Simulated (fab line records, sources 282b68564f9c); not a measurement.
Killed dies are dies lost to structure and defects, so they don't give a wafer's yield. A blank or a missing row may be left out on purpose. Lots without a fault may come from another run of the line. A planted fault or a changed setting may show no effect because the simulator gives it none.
One fault seen from 2 desks | flow rit_cmos | each desk has only its own numbers; what lay behind them comes last

THE METROLOGY DESK
What the gauges read, lot by lot, whatever tool the lot ran on: means of the sampled wafers that have a number. A lot is out of limits, marked OUT, if its mean lies more than 4 standard deviations from the usual mean; the brackets give that distance.
Columns: A = GATE_OXIDE_THK at RIT_GATE_THK_MEAS_07, usual 3.00 nm
lot  | first seen here | A
L453 | day 2 09:24     | 3.03
L454 | day 2 14:25     | 3.02
L455 | day 2 19:55     | 3.07
L457 | day 3 09:04     | 3.07
L458 | day 3 10:55     | 3.01
L459 | day 3 14:57     | 2.94
L460 | day 3 21:41     | 3.00
L461 | day 4 02:45     | 3.03
L462 | day 4 08:16     | 2.93
L466 | day 5 02:52     | 3.00
L467 | day 5 07:57     | 3.42 (+7.8) OUT
L472 | day 6 09:08     | 3.46 (+8.5) OUT
L474 | day 6 19:30     | 2.96
L476 | day 7 09:40     | 2.99
This desk's finding: out of limits on L467, L472; first on L467, day 5 07:57 (GATE_OXIDE_THK at RIT_GATE_THK_MEAS_07). In limits: L453, L454, L455, L457, L458, L459, L460, L461, L462, L466, L474, L476.

THE TOOL OWNER'S DESK: furnace-02
The tool's own readings at RIT_GATE_OXIDATION_05 (target thk 3 nm, ox time 270 s): means of the sampled wafers that have a number, for each lot that ran on this tool. A lot is out of limits, marked OUT, if its mean lies more than 4 standard deviations from the usual mean; the brackets give that distance.
Columns: A = ox_temp_c at RIT_GATE_OXIDATION_05, usual 900.0 C; B = zone_power_centre_pct at RIT_GATE_OXIDATION_05, usual 43 %; C = zone_power_load_pct at RIT_GATE_OXIDATION_05, usual 25.9 %
lot  | first seen here | A     | B  | C
L453 | day 2 08:03     | 899.3 | 38 | 24.9
L458 | day 3 09:34     | 900.2 | 39 | 24.8
L462 | day 4 06:56     | 899.6 | 38 | 24.6
L467 | day 5 06:38     | 899.9 | 39 | 24.6
L472 | day 6 07:49     | 900.4 | 39 | 24.9
This desk's finding: nothing out of limits on any of the 5 lots.

PUT TOGETHER
The metrology desk could have raised an alarm at day 5 07:57, on L467, L472.
The tool owner's desk saw nothing out of limits.
The tool owner's desk has L467, L472 on record, within its limits.
Of the lots named, all ran RIT_GATE_OXIDATION_05 on furnace-02.

WHAT THE SIMULATOR HAD PUT IN
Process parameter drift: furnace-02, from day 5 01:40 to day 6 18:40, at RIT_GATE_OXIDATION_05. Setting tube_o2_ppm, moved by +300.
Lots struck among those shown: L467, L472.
Hours from the fault's start to each desk's first reading out of limits: the metrology desk, 6.
